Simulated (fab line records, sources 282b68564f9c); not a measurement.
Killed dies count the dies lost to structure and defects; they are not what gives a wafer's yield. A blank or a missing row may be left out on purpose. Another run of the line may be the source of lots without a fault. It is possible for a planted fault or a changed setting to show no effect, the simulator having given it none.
Split-lot study + flow rit-cmos + 5 lots, 23 wafers read, on a route of 202 steps

## ABOUT THE SPLIT
At RIT_PWELL_COAT_01 (resist thk 1300 nm), the setting resist-thk-nm was moved away from the recipe's 1300 nm on 9 of the 23 wafers read, by -5.8% to -1.8%. The other wafers ran this setting at the recipe's value.

## FROM THE SPLIT TO THE READING: what the file shows between them, 3 steps
- RIT_PWELL_SOFTBAKE_02: time 60 s
- RIT_PWELL_EXPOSE_03: exposes mask M3, target cd 43700 nm
- RIT_PWELL_DEVELOP_05: develop time 68 s

## THE READING
NOVOLAK_of_PWELL_COAT_01.thk-nm (the simulator's own value, which no gauge read), in nm, at RIT_PWELL_HARDBAKE_07 (time 120 s). There is no usual value for it anywhere in the file. Across the 14 wafers here that went through the recipe, the average is 1137 nm and the standard deviation 4.2 nm.

| wafer  | tool, chamber at the split | resist-thk-nm as run, nm | against the recipe | NOVOLAK_of_PWELL_COAT_01.thk-nm, nm | against lot-mates on the recipe |
|--------|----------------------------|--------------------------|--------------------|-------------------------------------|---------------------------------|
| L075.1 | litho-track-03, 0          | 1300                     | recipe             | 1138                                | -                               |
| L075.3 | litho-track-03, 0          | 1300                     | recipe             | 1138                                | -                               |
| L075.2 | litho-track-03, 0          | 1300                     | recipe             | 1140                                | -                               |
| L075.4 | litho-track-03, 0          | 1300                     | recipe             | 1144                                | -                               |
| L075.6 | litho-track-03, 0          | 1300                     | recipe             | 1142                                | -                               |
| L079.1 | litho-track-03, 0          | 1224                     | -5.8%              | 1074                                | -63                             |
| L079.4 | litho-track-03, 0          | 1224                     | -5.8%              | 1074                                | -63                             |
| L079.2 | litho-track-03, 0          | 1224                     | -5.8%              | 1076                                | -61                             |
| L079.3 | litho-track-03, 0          | 1300                     | recipe             | 1136                                | -                               |
| L079.5 | litho-track-03, 0          | 1300                     | recipe             | 1138                                | -                               |
| L080.1 | litho-track-04, 0          | 1300                     | recipe             | 1135                                | -                               |
| L080.3 | litho-track-04, 0          | 1300                     | recipe             | 1135                                | -                               |
| L080.4 | litho-track-04, 0          | 1300                     | recipe             | 1135                                | -                               |
| L081.1 | litho-track-04, 0          | 1275                     | -1.9%              | 1118                                | -22                             |
| L081.2 | litho-track-04, 0          | 1275                     | -1.9%              | 1120                                | -20                             |
| L081.3 | litho-track-04, 0          | 1300                     | recipe             | 1141                                | -                               |
| L081.4 | litho-track-04, 0          | 1275                     | -1.9%              | 1115                                | -25                             |
| L081.5 | litho-track-04, 0          | 1300                     | recipe             | 1139                                | -                               |
| L085.1 | litho-track-03, 0          | 1277                     | -1.8%              | 1110                                | -19                             |
| L085.5 | litho-track-03, 0          | 1277                     | -1.8%              | 1110                                | -19                             |
| L085.6 | litho-track-03, 0          | 1277                     | -1.8%              | 1110                                | -19                             |
| L085.2 | litho-track-03, 0          | 1300                     | recipe             | 1129                                | -                               |
| L085.4 | litho-track-03, 0          | 1300                     | recipe             | 1129                                | -                               |

THE FIT
A straight line over all 23 wafers: NOVOLAK_of_PWELL_COAT_01.thk-nm changes by +10.8 nm for each +1% of resist-thk-nm; r = +0.98; the points scatter about the line by 4.6 nm.
The same after taking each lot's own level away (the mean of its wafers on the recipe; 23 wafers): +10.7 nm for each +1%; r = +1.00; scatter 1.6 nm.
Per that fit: largest resist-thk-nm move, reading shift of 63 nm.
The span of the lots' own levels, 1129.0 to 1140.4 nm, comes to 2.7 times the standard deviation stated above.
Hence the lot-to-lot level has little effect on the slope; both slopes agree.
Check: for one of the wafers moved furthest among these (-5.8%), held out of the fit, the line's prediction against its lot-mates is -62.7 nm. Against them it came out at -63 nm.

## OTHER SPLITS APPLIED TO THESE WAFERS
Other splits were also applied to these wafers ahead of the reading. Each is held against what the fit with the lots' levels taken away leaves over:
| other split on the same wafers       | wafers away from the commonest value | r with NOVOLAK_of_PWELL_COAT_01.thk-nm (lot level and that fit taken away) |
|--------------------------------------|--------------------------------------|----------------------------------------------------------------------------|
| RIT_ACTIVE_EXPOSE_08 dose-mj         | 5                                    | -0.13                                                                      |
| RIT_ACTIVE_DEVELOP_10 develop-time-s | 9                                    | +0.09                                                                      |

## THE WHOLE CHAIN: every reading that the file lists as answering this split, in the file's order
| step                  | what it does       | reading                                                                          | change (the file's fit)              | r (the file's) |
|-----------------------|--------------------|----------------------------------------------------------------------------------|--------------------------------------|----------------|
| RIT_PWELL_COAT_01     | resist thk 1300 nm | NOVOLAK_of_PWELL_COAT_01.thk-nm (the simulator's own value, which no gauge read) | +12.5 nm for each +1% of the setting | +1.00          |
| RIT_PWELL_HARDBAKE_07 | time 120 s         | NOVOLAK_of_PWELL_COAT_01.thk-nm (the simulator's own value, which no gauge read) | +10.8 nm for each +1% of the setting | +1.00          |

## FILE'S OWN FIT
NOVOLAK_of_PWELL_COAT_01.thk-nm changes by +10.8 nm for each +1% of resist-thk-nm, r = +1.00.
